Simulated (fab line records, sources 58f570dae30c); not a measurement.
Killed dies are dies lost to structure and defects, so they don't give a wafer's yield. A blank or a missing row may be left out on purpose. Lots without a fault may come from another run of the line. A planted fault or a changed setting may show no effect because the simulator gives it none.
Split-lot experiment | flow berkeley_cmos170 | 5 lots, 27 wafers read, on a route of 331 steps

THE SPLIT
At UCB170_SPACER_ETCHBACK_03 (etches SiO2 in CHF3/CF4/Ar, stops on Si, target depth 376 nm, time 100 s), the setting target_depth_a was moved away from the recipe's 3760 angstrom on 12 of the 27 wafers read, by -32.6% to +59.7%. The other wafers ran this setting at the recipe's value.

The reading is taken at the split's own step.

THE READING
oes_product_au, in a.u., at UCB170_SPACER_ETCHBACK_03 (etches SiO2 in CHF3/CF4/Ar, stops on Si, target depth 376 nm, time 100 s). Fault-free wafers of this fab line usually give 0.897 a.u., standard deviation 0.012 a.u..

wafer  | tool, chamber at the split | target_depth_a as run, angstrom | against the recipe | oes_product_au, a.u. | against lot-mates on the recipe
L074.1 | rie_diel-04, 0             | 3760                            | recipe             | 0.909                | -
L074.2 | rie_diel-04, 3             | 6005                            | +59.7%             | 0.660                | -0.242
L074.3 | rie_diel-04, 1             | 3760                            | recipe             | 0.877                | -
L074.4 | rie_diel-04, 2             | 6005                            | +59.7%             | 0.664                | -0.238
L074.5 | rie_diel-04, 0             | 3760                            | recipe             | 0.921                | -
L074.6 | rie_diel-04, 1             | 6005                            | +59.7%             | 0.659                | -0.243
L075.1 | rie_diel-01, 1             | 2737                            | -27.2%             | 0.995                | +0.099
L075.2 | rie_diel-01, 2             | 3760                            | recipe             | 0.898                | -
L075.3 | rie_diel-01, 3             | 3760                            | recipe             | 0.887                | -
L075.4 | rie_diel-01, 0             | 2737                            | -27.2%             | 0.997                | +0.101
L075.5 | rie_diel-01, 3             | 2737                            | -27.2%             | 0.996                | +0.100
L075.6 | rie_diel-01, 0             | 3760                            | recipe             | 0.904                | -
L076.1 | rie_diel-01, 1             | 3760                            | recipe             | 0.897                | -
L076.2 | rie_diel-01, 2             | 2534                            | -32.6%             | 0.984                | +0.088
L076.3 | rie_diel-01, 3             | 3760                            | recipe             | 0.881                | -
L076.4 | rie_diel-01, 0             | 2534                            | -32.6%             | 0.999                | +0.103
L076.5 | rie_diel-01, 1             | 2534                            | -32.6%             | 1.008                | +0.112
L076.6 | rie_diel-01, 0             | 3760                            | recipe             | 0.909                | -
L084.1 | rie_diel-03, 3             | 3760                            | recipe             | 0.902                | -
L084.4 | rie_diel-03, 2             | 3760                            | recipe             | 0.908                | -
L084.5 | rie_diel-03, 2             | 3760                            | recipe             | 0.901                | -
L083.1 | rie_diel-04, 1             | 3760                            | recipe             | 0.900                | -
L083.2 | rie_diel-04, 0             | 5658                            | +50.5%             | 0.702                | -0.203
L083.3 | rie_diel-04, 2             | 5658                            | +50.5%             | 0.685                | -0.220
L083.4 | rie_diel-04, 3             | 5658                            | +50.5%             | 0.693                | -0.212
L083.5 | rie_diel-04, 0             | 3760                            | recipe             | 0.917                | -
L083.6 | rie_diel-04, 3             | 3760                            | recipe             | 0.898                | -

THE FIT
A straight line over all 27 wafers: oes_product_au changes by -0.00381 a.u. for each +1% of target_depth_a; r = -0.99; the points scatter about the line by 0.014 a.u..
The same after taking each lot's own level away (the mean of its wafers on the recipe; 27 wafers): -0.00389 a.u. for each +1%; r = -0.99; scatter 0.013 a.u..
On that fit, the largest move of target_depth_a shifts the reading by 0.23 a.u..
The lots' own levels span 0.8957 to 0.9050 a.u., that is 0.8 times the standard deviation above.
So the lot-to-lot level changes the slope little: the two slopes agree.
Check: with one of the wafers moved furthest among these (+59.7%) left out of the fit, the line predicts -0.238 a.u. for it against its lot-mates. It came out at -0.242 a.u. against them.
Tool readings at the split's step, against how far the setting was moved: oes_product_au r = -0.99.

OTHER SPLITS ON THESE WAFERS
These wafers also went through other splits before the reading. Each is held against what the fit with the lots' levels taken away leaves over:
other split on the same wafers         | wafers away from the commonest value | r with oes_product_au (lot level and that fit taken away)
UCB170_ZERO_ETCH_06 target_depth_a     | 9                                    | +0.08
UCB170_ACTIVE_OXIDATION_02 ox_time_s   | 12                                   | -0.17
UCB170_SCREENOX_OXIDATION_01 ox_time_s | 12                                   | -0.13

THE WHOLE CHAIN: every reading that the file lists as answering this split, in the file's order
step                      | what it does                                                             | reading                                                                       | change (the file's fit)                                                             | r (the file's)
UCB170_SPACER_ETCHBACK_03 | etches SiO2 in CHF3/CF4/Ar, stops on Si, target depth 376 nm, time 100 s | oes_product_au                                                                | -0.00393 a.u. for each +1% of the setting                                           | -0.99
UCB170_M3_PROBE_99        |                                                                          | etest.npoly_line.line_ohm_um (the simulator's own value, which no gauge read) | not straight: 2703 at the lowest setting, 18.62 at the recipe, 14.63 at the highest | not given
UCB170_M3_PROBE_99        |                                                                          | etest.pldd.line_ohm_um (the simulator's own value, which no gauge read)       | not straight: 1796 at the lowest setting, 1754 at the recipe, 5.611 at the highest  | not given
UCB170_M3_PROBE_99        |                                                                          | etest.ppoly_line.line_ohm_um (the simulator's own value, which no gauge read) | not straight: 1010 at the lowest setting, 19.3 at the recipe, 14.84 at the highest  | not given
UCB170_M3_PROBE_99        |                                                                          | etest.nldd.line_ohm_um (the simulator's own value, which no gauge read)       | not straight: 1281 at the lowest setting, 1222 at the recipe, 5.483 at the highest  | not given
UCB170_M3_PROBE_99        |                                                                          | etest.pldd.rs_ohm_sq (the simulator's own value, which no gauge read)         | not straight: 1115 at the lowest setting, 1118 at the recipe, 3.665 at the highest  | not given
UCB170_M3_PROBE_99        |                                                                          | etest.npoly_sal.rs_ohm_sq (the simulator's own value, which no gauge read)    | not straight: 940 at the lowest setting, 4.938 at the recipe, 3.999 at the highest  | not given
UCB170_M3_PROBE_99        |                                                                          | etest.npoly_line.rs_ohm_sq (the simulator's own value, which no gauge read)   | not straight: 934.3 at the lowest setting, 6.12 at the recipe, 4.681 at the highest | not given

THE FILE'S OWN FIT
oes_product_au changes by -0.00393 a.u. for each +1% of target_depth_a, r = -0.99.
